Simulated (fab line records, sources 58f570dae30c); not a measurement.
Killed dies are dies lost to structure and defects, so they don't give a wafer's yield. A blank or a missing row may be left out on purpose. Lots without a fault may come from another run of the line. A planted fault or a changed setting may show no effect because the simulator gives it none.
fab line records | flow berkeley_cmos170
record lots=5 wafers=15 last_day=11
route steps=331 shown PWELL@34
lots that met no fault: from a run of the same line without faults
start_h: hours from the record's first day to the start of the lot's first wafer shown | wait_h: hours since the lot's step before | " the same as in the row above | L1.1+2: a row that stands for several wafers | - no value, or no start given | * or withheld: withheld | < > ~ a bound
route shown NAME@n: a module of which the file shows steps, and the number in the route of the first | usual: mean/standard deviation of fault-free wafers | same: alike in all rows | chamber/n: place in a boat | sites: the reading at each site | _std_site: their standard deviation | _edge_site: outer sites' mean less inner sites' | radius_mm: how far each site lies from the wafer's centre | mask NAME#n: copy n | behind: the tool/chamber that last shaped the wafer | hold: why the lot was held/for how many hours/how that ended | device: the transistor (n, p or np) that didn't switch | end of line: the same wafers' tests at the end of the route | a step without rows: its recipe alone | killed: dies lost to structure and defects at the first sort, not the wafer's yield | map: a wafer's dies, x killed, . not, _ none there
set.NAME: the setting as run; set.NAME@STEP: as run at that earlier step | model.NAME: the simulator's own value behind a step, which no gauge read
lots at some steps of the route; a table a step, a row a wafer
services: from which hour (start_h, from the record's first day; less than 0 if before it) a tool's chamber was out of use, for how many hours, and why
## steps
# step UCB170_PWELL_CLEAN_00
# recipe chemistry=SPM temp_c=120 time_s=600
# usual temp_c=120.02/0.14
# columns lot.wafer tool chamber start_h wait_h temp_c
L077.2 wet_bench-04 3 51.35 0.0 120.13
L077.4 " 3 " " 120.31
L077.6 " 3 " " 120.04
L083.3 wet_bench-04 0 79.24 0.1 120.25
L083.4 " 0 " " 120.06
L083.6 " 0 " " 119.94
L088.2 wet_bench-04 1 112.75 0.0 120.11
L088.3 " 1 " " 119.86
L088.4 " 1 " " 120.09
L090.1 wet_bench-01 2 118.79 0.0 119.97
L090.4 " 2 " " 120.26
L090.5 " 2 " " 120.07
L096.2 wet_bench-04 1 145.67 0.0 120.01
L096.5 " 1 " " 119.79
L096.6 " 1 " " 120.04
# step UCB170_PWELL_CLEAN_01
# recipe chemistry=dHF dilution=25:1 time_s=60
# columns lot.wafer tool chamber start_h wait_h
L077.2+4+6 wet_bench-01 2 51.53 0.0
L083.3+4+6 wet_bench-02 3 79.65 0.2
L088.2+3+4 wet_bench-01 2 112.92 0.0
L090.1+4+5 wet_bench-04 0 118.97 0.0
L096.2+5+6 wet_bench-04 2 145.86 0.0
# step UCB170_PWELL_OXIDATION_02
# recipe temp_c=1000 ambient=O2 target_thk_a=264 ox_time_s=1260
# usual ox_temp_c=1000.1/0.39 ox_temp_c_max=1004.9/1.4 zone_power_load_pct=33.4/0.37
# columns lot.wafer tool chamber start_h wait_h ox_temp_c ox_temp_c_max zone_power_load_pct
L077.2 furnace-04 0 54.20 2.6 999.7 1003.4 33.4
L077.4 " 0 " " 1000.1 1002.9 33.5
L077.6 " 0 " " 1000.5 1003.9 34.1
L083.3 furnace-04 0 82.64 3.0 1000.0 1004.0 33.2
L083.4 " 0 " " 1000.4 1006.0 33.1
L083.6 " 0 " " 999.8 1003.5 33.4
L088.2 furnace-02 0 119.03 6.1 999.8 1004.2 33.6
L088.3 " 0 " " 999.8 1006.4 34.2
L088.4 " 0 " " 1000.8 1006.0 33.5
L090.1 furnace-02 0 119.03 0.0 1000.3 1007.8 33.3
L090.4 " 0 " " 1000.3 1007.1 33.3
L090.5 " 0 " " 1000.1 1005.0 34.1
L096.2 furnace-03 0 149.29 3.4 999.5 1004.4 32.8
L096.5 " 0 " " 999.6 1004.3 33.2
L096.6 " 0 " " 999.5 1004.2 33.4
# step UCB170_PWELL_THK_MEAS_03
# recipe reads=SiO2_of_PWELL_OXIDATION_02
# usual PWELL_OXIDE_THK=26.4/0.48
# columns lot.wafer tool chamber start_h wait_h PWELL_OXIDE_THK[nm]
L077.2 film_metro-01 - 55.56 0.0 25.8
L077.4 " - " " 25.9
L077.6 " - " " 25.6
L083.3 film_metro-02 - 84.01 0.0 26.6
L083.4 " - " " 26.6
L083.6 " - " " 26.5
L090.1 film_metro-02 - 120.38 0.0 26.4
L090.4 " - " " 25.7
L090.5 " - " " 26.5
L088.2 film_metro-04 - 120.39 0.0 26.3
L088.3 " - " " 26.3
L088.4 " - " " 26.4
L096.2 film_metro-02 - 150.65 0.0 26.1
L096.5 " - " " 26.3
L096.6 " - " " 26.0
# step UCB170_PWELL_ANNEAL_04
# recipe temp_c=1000 time_s=900 ambient=N2
# usual zone_power_load_pct=33.3/0.41
# columns lot.wafer tool chamber start_h wait_h zone_power_load_pct
L077.2 furnace-04 0 58.30 2.7 33.4
L077.4 " 0 " " 34.0
L077.6 " 0 " " 33.4
L083.3 furnace-04 0 85.65 1.6 33.7
L083.4 " 0 " " 33.4
L083.6 " 0 " " 33.7
L088.2 furnace-04 0 122.04 1.6 33.2
L088.3 " 0 " " 33.4
L088.4 " 0 " " 33.4
L090.1 furnace-04 0 122.04 1.6 32.8
L090.4 " 0 " " 33.2
L090.5 " 0 " " 33.7
L096.2 furnace-04 0 153.65 3.0 33.7
L096.5 " 0 " " 34.3
L096.6 " 0 " " 33.1
# step UCB170_PWELL_CVD_05
# recipe material=Si3N4 target_thk_nm=220 temp_c=800 precursor=SiH2Cl2/NH3 time_s=3300 pressure_mtorr=200 sih2cl2_flow_sccm=25 nh3_flow_sccm=75
# usual zone_power_load_pct=19.1/0.78
# columns lot.wafer tool chamber start_h wait_h zone_power_load_pct
L077.2 lpcvd-02 1 59.55 0.0 20.2
L077.4 " 1 " " 19.9
L077.6 " 1 " " 20.0
L083.3 lpcvd-01 1 87.44 0.5 20.1
L083.4 " 1 " " 20.1
L083.6 " 1 " " 20.1
L088.2 lpcvd-01 0 125.00 1.7 18.6
L088.3 " 0 " " 18.2
L088.4 " 0 " " 18.4
L090.1 lpcvd-01 0 125.00 1.7 18.4
L090.4 " 0 " " 18.5
L090.5 " 0 " " 18.3
L096.2 lpcvd-02 0 154.90 0.0 18.8
L096.5 " 0 " " 19.0
L096.6 " 0 " " 18.8
# step UCB170_PWELL_THK_MEAS_06
# recipe reads=Si3N4_of_PWELL_CVD_05
# usual PWELL_NITRIDE_THK=220.2/1.8
# columns lot.wafer tool chamber start_h wait_h PWELL_NITRIDE_THK[nm]
L077.2 film_metro-04 - 61.48 0.0 220.0
L077.4 " - " " 220.9
L077.6 " - " " 221.9
L083.3 film_metro-04 - 89.38 0.0 222.8
L083.4 " - " " 222.7
L083.6 " - " " 221.5
L090.1 film_metro-02 - 126.92 0.0 220.9
L090.4 " - " " 221.5
L090.5 " - " " 218.6
L088.2 film_metro-01 - 126.93 0.0 219.2
L088.3 " - " " 218.6
L088.4 " - " " 218.0
L096.2 film_metro-02 - 156.89 0.1 218.3
L096.5 " - " " 218.6
L096.6 " - " " 217.1
# step UCB170_PWELL_HMDS_07
# recipe prime_time_s=60 prime_temp_c=100
# columns lot.wafer tool chamber start_h wait_h
L077.2+4+6 litho_track-04 0 61.55 0.1
L083.3+4+6 litho_track-04 0 89.56 0.2
L090.1+4+5 litho_track-03 0 127.10 0.2
L088.2+3+4 litho_track-03 0 127.58 0.6
L096.2+5+6 litho_track-01 0 157.19 0.3
# step UCB170_PWELL_COAT_08
# recipe resist=KrF spin_rpm=1500 resist_thk_nm=900
# columns lot.wafer tool chamber start_h wait_h
L077.2+4+6 litho_track-04 0 61.70 0.1
L083.3+4+6 litho_track-04 0 89.71 0.1
L090.1+4+5 litho_track-03 0 127.25 0.1
L088.2+3+4 litho_track-03 0 127.73 0.1
L096.2+5+6 litho_track-01 0 157.34 0.1
# step UCB170_PWELL_SOFTBAKE_09
# recipe resist=KrF temp_c=130 time_s=60
# columns lot.wafer tool chamber start_h wait_h
L077.2+4+6 litho_track-04 0 61.85 0.1
L083.3+4+6 litho_track-04 0 89.86 0.1
L090.1+4+5 litho_track-03 0 127.40 0.1
L088.2+3+4 litho_track-03 0 127.88 0.1
L096.2+5+6 litho_track-01 0 157.49 0.1
# step UCB170_PWELL_EXPOSE_10
# recipe mask_id=PWELL target_cd_nm=3000 na=0.5 sigma_outer=0.6 source_shape=conventional dose_mj=19
# usual focus_offset_nm=0.0/0.54
# columns lot.wafer tool chamber start_h wait_h mask focus_offset_nm
L077.2 krf_scanner-01 0 62.12 0.2 PWELL#0 0.1
L077.4 " 0 " " PWELL#0 0.5
L077.6 " 0 " " PWELL#0 0.3
L083.3 krf_scanner-02 0 91.40 1.5 PWELL#0 -0.1
L083.4 " 0 " " PWELL#0 -0.2
L083.6 " 0 " " PWELL#0 0.1
L090.1 krf_scanner-02 0 127.72 0.3 PWELL#0 0.1
L090.4 " 0 " " PWELL#0 -0.7
L090.5 " 0 " " PWELL#0 -1.1
L088.2 krf_scanner-02 0 - - PWELL#0 -0.5
L088.3 " 0 " " PWELL#0 0.5
L088.4 " 0 " " PWELL#0 -0.4
L096.2 krf_scanner-01 0 157.64 0.1 PWELL#0 0.6
L096.5 " 0 " " PWELL#0 1.4
L096.6 " 0 " " PWELL#0 0.9
# step UCB170_PWELL_PEB_11
# recipe peb_temp_c=130 peb_time_s=withheld resist=KrF
# columns lot.wafer tool chamber start_h wait_h
L077.2+4+6 litho_track-01 0 62.25 0.1
L083.3+4+6 litho_track-03 0 91.53 0.1
L090.1+4+5 litho_track-04 0 128.74 1.0
L088.2+3+4 litho_track-04 0 - -
L096.2+5+6 litho_track-03 0 158.25 0.6
# step UCB170_PWELL_DEVELOP_12
# recipe developer=TMAH develop_time_s=45 resist=KrF dev_temp_c=21
# same develop_time_s=45
# columns lot.wafer tool chamber start_h wait_h
L077.2+4+6 litho_track-01 0 - -
L083.3+4+6 litho_track-03 0 - -
L090.1+4+5 litho_track-04 0 - -
L088.2+3+4 litho_track-04 0 - -
L096.2+5+6 litho_track-03 0 - -
# step UCB170_PWELL_OVL_MEAS_13
# usual PWELL_OVL=5/5.7
# columns lot.wafer tool chamber start_h wait_h PWELL_OVL[nm]
L077.2 overlay-01 - 62.50 - 2
L077.4 " - " " 8
L077.6 " - " " 3
L083.3 overlay-01 - 91.77 - 4
L083.4 " - " " -1
L083.6 " - " " 2
L090.1 overlay-01 - 129.01 - 2
L090.4 " - " " 13
L090.5 " - " " 10
L088.2 overlay-01 - 129.57 - -1
L088.3 " - " " 1
L088.4 " - " " 1
L096.2 overlay-02 - 158.51 - 4
L096.5 " - " " 10
L096.6 " - " " 5
# step UCB170_PWELL_ETCH_14
# recipe chemistry=CH3F/Ar/O2 target=Si3N4 stop_on=SiO2 CH3F_flow_sccm=20 Ar_flow_sccm=50 O2_flow_sccm=7 pressure_mtorr=50 rf_w=450 target_depth_a=2420 over_etch_frac=0.1 time_s=151
# usual drypump_motor_current_A=5.6/0.38 oes_product_au=0.941/0.017 throttle_valve_pct=8.10/0.12
# columns lot.wafer tool chamber start_h wait_h drypump_motor_current_A oes_product_au rf_hours_counter_h throttle_valve_pct
L077.2 rie_diel-01 2 62.53 0.0 5.2 0.945 169 7.92
L077.4 " 3 " " 5.6 0.929 130 8.13
L077.6 " 3 " " 5.6 0.930 - 8.12
L083.3 rie_diel-04 1 91.79 0.0 5.3 0.927 131 8.33
L083.4 " 0 " " 5.1 0.909 8 8.07
L083.6 " 3 " " 6.2 0.927 - 7.96
L090.1 rie_diel-04 0 129.05 0.0 5.1 0.923 10 8.06
L090.4 " 1 " " 5.2 0.931 132 8.33
L090.5 " 2 " " 5.9 0.941 - 8.16
L088.2 rie_diel-04 3 129.60 0.0 6.2 0.913 111 7.96
L088.3 " 0 " " 5.1 0.903 10 8.07
L088.4 " 1 " " 5.2 0.922 132 8.31
L096.2 rie_diel-04 0 158.54 0.0 5.1 0.906 11 8.08
L096.5 " 2 " " 5.9 0.956 - 8.16
L096.6 " 1 " " 5.3 0.917 - 8.33
# step UCB170_PWELL_IMPLANT_15
# recipe species=B dose_cm2=5e+12 energy_kev=60 tilt_deg=7
# usual beam_energy_keV=60.002/0.018 dose_ions_cm2=5e+12/5.4e+09
# columns lot.wafer tool chamber start_h wait_h beam_energy_keV dose_ions_cm2
L077.2 implanter-02 0 62.66 0.1 60.020 5.008e+12
L077.4 " 0 " " 60.009 4.999e+12
L077.6 " 0 " " 60.027 5.006e+12
L083.3 implanter-02 0 91.94 0.1 59.983 5.007e+12
L083.4 " 0 " " 59.964 5.01e+12
L083.6 " 0 " " 59.982 5.009e+12
L090.1 implanter-01 0 129.15 0.1 59.987 4.998e+12
L090.4 " 0 " " 60.019 5.004e+12
L090.5 " 0 " " 59.987 5e+12
L088.2 implanter-01 0 129.72 0.1 59.985 4.998e+12
L088.3 " 0 " " 60.004 5.012e+12
L088.4 " 0 " " 59.971 5.002e+12
L096.2 implanter-01 0 158.66 0.1 60.025 5e+12
L096.5 " 0 " " 60.003 4.998e+12
L096.6 " 0 " " 60.027 4.998e+12
# step UCB170_PWELL_STRIP_16
# recipe chemistry=O2 power_w=400 pressure_mtorr=3500 platen_temp_c=withheld o2_flow_sccm=400 overash_fraction=0.5
# usual drypump_motor_current_A=5.62/0.19 oes_product_au=0.721/0.0047 strip_time_to_endpoint_s=18.10/0.092
# columns lot.wafer tool chamber start_h wait_h drypump_motor_current_A oes_product_au rf_hours_counter_h strip_time_to_endpoint_s
L077.2 plasma_asher-03 1 62.78 0.1 5.66 0.725 33 18.15
L077.4 " 0 " " 5.91 0.729 - 18.10
L077.6 " 0 " " 5.93 0.726 - 18.12
L083.3 plasma_asher-02 0 92.08 0.1 5.38 0.722 - 18.11
L083.4 " 1 " " 5.86 0.714 - 18.27
L083.6 " 0 " " 5.37 0.718 - 18.16
L090.1 plasma_asher-02 1 129.30 0.1 5.83 0.728 1 18.24
L090.4 " 1 " " 5.83 0.716 - 18.16
L090.5 " 0 " " 5.36 0.718 - 18.04
L088.2 plasma_asher-01 1 129.85 0.1 5.41 0.728 43 18.18
L088.3 " 0 " " 5.56 0.716 - 18.23
L088.4 " 1 " " 5.44 0.727 - 18.20
L096.2 plasma_asher-02 1 158.79 0.1 5.81 0.715 5 18.20
L096.5 " 1 " " 5.84 0.724 - 18.01
L096.6 " 0 " " 5.38 0.716 - 18.09
## services
# columns tool chamber start_h hours kind
krf_scanner-02 - 28.89 1.0 repair
krf_scanner-01 - 32.12 1.0 pm
krf_scanner-01 - 37.63 3.0 pm
implanter-02 - 39.19 3.3 repair
furnace-02 - 49.76 3.1 pm
rie_diel-01 0 52.69 7.3 repair
rie_diel-01 - 55.11 2.8 pm
plasma_asher-02 - 68.65 0.8 repair
krf_scanner-01 - 80.49 33.1 repair
implanter-01 - 95.49 9.7 pm
rie_diel-04 1 104.17 7.6 repair
rie_diel-04 3 106.06 1.6 repair
plasma_asher-02 - 108.75 9.0 pm
krf_scanner-02 - 113.61 4.0 pm
krf_scanner-01 - 117.63 0.8 pm
krf_scanner-02 - 122.56 1.0 pm
krf_scanner-02 - 125.94 1.3 pm
lpcvd-02 - 128.08 14.6 pm
krf_scanner-02 - 131.76 2.8 repair
krf_scanner-02 - 134.54 4.4 pm
krf_scanner-01 - 141.94 8.2 repair
plasma_asher-02 - 146.21 1.0 repair
krf_scanner-01 - 150.14 1.3 pm
krf_scanner-01 - 152.01 4.4 pm
## key
fault none
